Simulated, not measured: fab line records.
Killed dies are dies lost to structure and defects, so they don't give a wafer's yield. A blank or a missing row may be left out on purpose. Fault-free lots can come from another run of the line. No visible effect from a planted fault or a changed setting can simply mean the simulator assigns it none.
Which tool did it? / flow rit_cmos / at 1 step of a route of 202, 14 lots with 42 wafers sampled

## WHAT THE GAUGES SHOWED, per wafer
The record holds no reading of a measuring or inspecting step that can be judged against a usual standard deviation.

## WHAT TOOL EACH LOT RAN ON (gives the tool, then ch and the chambers of the sampled wafers, and finally the start)
lot=L996; RIT_ACTIVE_ETCH_13=rie_diel-03 ch 1,2,3, day 1 16:31
lot=L997; RIT_ACTIVE_ETCH_13=rie_diel-04 ch 1,2, day 1 20:18
lot=L998; RIT_ACTIVE_ETCH_13=rie_diel-04 ch 0,1,2, day 2 00:54
lot=L999; RIT_ACTIVE_ETCH_13=rie_diel-01 ch 0,1,2, day 2 06:48
lot=L100; RIT_ACTIVE_ETCH_13=rie_diel-04 ch 1,2, day 2 14:13
lot=L101; RIT_ACTIVE_ETCH_13=rie_diel-03 ch 0,2,3, day 2 19:11
lot=L102; RIT_ACTIVE_ETCH_13=rie_diel-04 ch 2,3, day 2 20:55
lot=L106; RIT_ACTIVE_ETCH_13=rie_diel-03 ch 2,3, day 3 16:47
lot=L108; RIT_ACTIVE_ETCH_13=rie_diel-04 ch 0,1, day 4 02:58
lot=L112; RIT_ACTIVE_ETCH_13=rie_diel-04 ch 0,1,3, day 4 22:52
lot=L114; RIT_ACTIVE_ETCH_13=rie_diel-03 ch 1,2,3, day 5 08:50
lot=L115; RIT_ACTIVE_ETCH_13=rie_diel-01 ch 0,1,3, day 5 13:53
lot=L118; RIT_ACTIVE_ETCH_13=rie_diel-03 ch 2,3, day 6 05:51
lot=L119; RIT_ACTIVE_ETCH_13=rie_diel-03 ch 1,2,3, day 6 10:46
- RIT_ACTIVE_ETCH_13: etches Si3N4 in SF6, stops on SiO2, time 210 s, target depth 210 nm.

## AS READ BY THE TOOLS THEMSELVES (means over the sampled wafers that have a number; for cases with no such wafer, the mark the record gives instead)
RIT_ACTIVE_ETCH_13. Usual: drypump_motor_current_A 5.4 A, standard deviation 0.36; oes_product_au 0.821 a.u., standard deviation 0.0092; run_length_s 238.3 s, standard deviation 0.42; throttle_valve_pct 7.43 %, standard deviation 0.096.
lot=L996; tool=rie_diel-03; drypump_motor_current_A (A)=5.4; oes_product_au (a.u.)=0.821; run_length_s (s)=238.3; throttle_valve_pct (%)=7.40; flag=
lot=L997; tool=rie_diel-04; drypump_motor_current_A (A)=5.3; oes_product_au (a.u.)=0.824; run_length_s (s)=238.8; throttle_valve_pct (%)=7.42; flag=
lot=L998; tool=rie_diel-04; drypump_motor_current_A (A)=5.2; oes_product_au (a.u.)=0.820; run_length_s (s)=238.3; throttle_valve_pct (%)=7.42; flag=
lot=L999; tool=rie_diel-01; drypump_motor_current_A (A)=5.7; oes_product_au (a.u.)=0.826; run_length_s (s)=238.2; throttle_valve_pct (%)=7.51; flag=
lot=L100; tool=rie_diel-04; drypump_motor_current_A (A)=5.4; oes_product_au (a.u.)=0.826; run_length_s (s)=238.7; throttle_valve_pct (%)=7.40; flag=
lot=L101; tool=rie_diel-03; drypump_motor_current_A (A)=5.6; oes_product_au (a.u.)=0.813; run_length_s (s)=238.3; throttle_valve_pct (%)=7.48; flag=
lot=L102; tool=rie_diel-04; drypump_motor_current_A (A)=5.5; oes_product_au (a.u.)=0.818; run_length_s (s)=238.3; throttle_valve_pct (%)=7.36; flag=
lot=L106; tool=rie_diel-03; drypump_motor_current_A (A)=5.6; oes_product_au (a.u.)=0.821; run_length_s (s)=238.3; throttle_valve_pct (%)=7.46; flag=
lot=L108; tool=rie_diel-04; drypump_motor_current_A (A)=5.2; oes_product_au (a.u.)=0.722; run_length_s (s)=296.2; throttle_valve_pct (%)=7.43; flag=OFF
lot=L112; tool=rie_diel-04; drypump_motor_current_A (A)=5.3; oes_product_au (a.u.)=0.735; run_length_s (s)=296.2; throttle_valve_pct (%)=7.40; flag=OFF
lot=L114; tool=rie_diel-03; drypump_motor_current_A (A)=5.4; oes_product_au (a.u.)=0.809; run_length_s (s)=238.0; throttle_valve_pct (%)=7.40; flag=
lot=L115; tool=rie_diel-01; drypump_motor_current_A (A)=5.2; oes_product_au (a.u.)=0.828; run_length_s (s)=238.1; throttle_valve_pct (%)=7.45; flag=
lot=L118; tool=rie_diel-03; drypump_motor_current_A (A)=5.6; oes_product_au (a.u.)=0.820; run_length_s (s)=238.2; throttle_valve_pct (%)=7.47; flag=
lot=L119; tool=rie_diel-03; drypump_motor_current_A (A)=5.4; oes_product_au (a.u.)=0.814; run_length_s (s)=238.1; throttle_valve_pct (%)=7.39; flag=

## THE ANSWER, worked out from the rows above alone
Rule: take the mean of a lot's wafers that have a number; if it is more than 3 standard deviations from the usual mean, the lot is off. A lot without any number at a reading at which 4 lots or more have one is off too. The other lots that the step has rows for count as sound. First the gauges in route order, then the tools' own readings, where a lot's mean is used as printed above. At the first step where some lot is off, the reading lying furthest off is the one used; lots without a number count as furthest.
Off at RIT_ACTIVE_ETCH_13 (run_length_s): L108, L112.
A tool fits if, at that step or a process step before it, it ran every lot that is off, and no sound lot after the first of them. One fits: RIT_ACTIVE_ETCH_13 on rie_diel-04. A fault onset in the window from L102 (day 2 20:55, its last sound lot) to L108 (day 4 02:58, its first lot off) fits.
The tool's own readings at RIT_ACTIVE_ETCH_13 bear it out: on the lots that are off they differ by more than 5 times the standard deviation of the sound lots' means. oes_product_au reads 0.728 a.u. there against 0.820 a.u. on the sound lots; run_length_s reads 296.2 s there against 238.3 s on the sound lots.

## WHAT THE SIMULATOR HAD PUT IN
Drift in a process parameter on rie_diel-04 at RIT_ACTIVE_ETCH_13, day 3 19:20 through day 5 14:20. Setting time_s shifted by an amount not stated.
Lots struck among those shown: L108, L112. This agrees with what the rule above found.
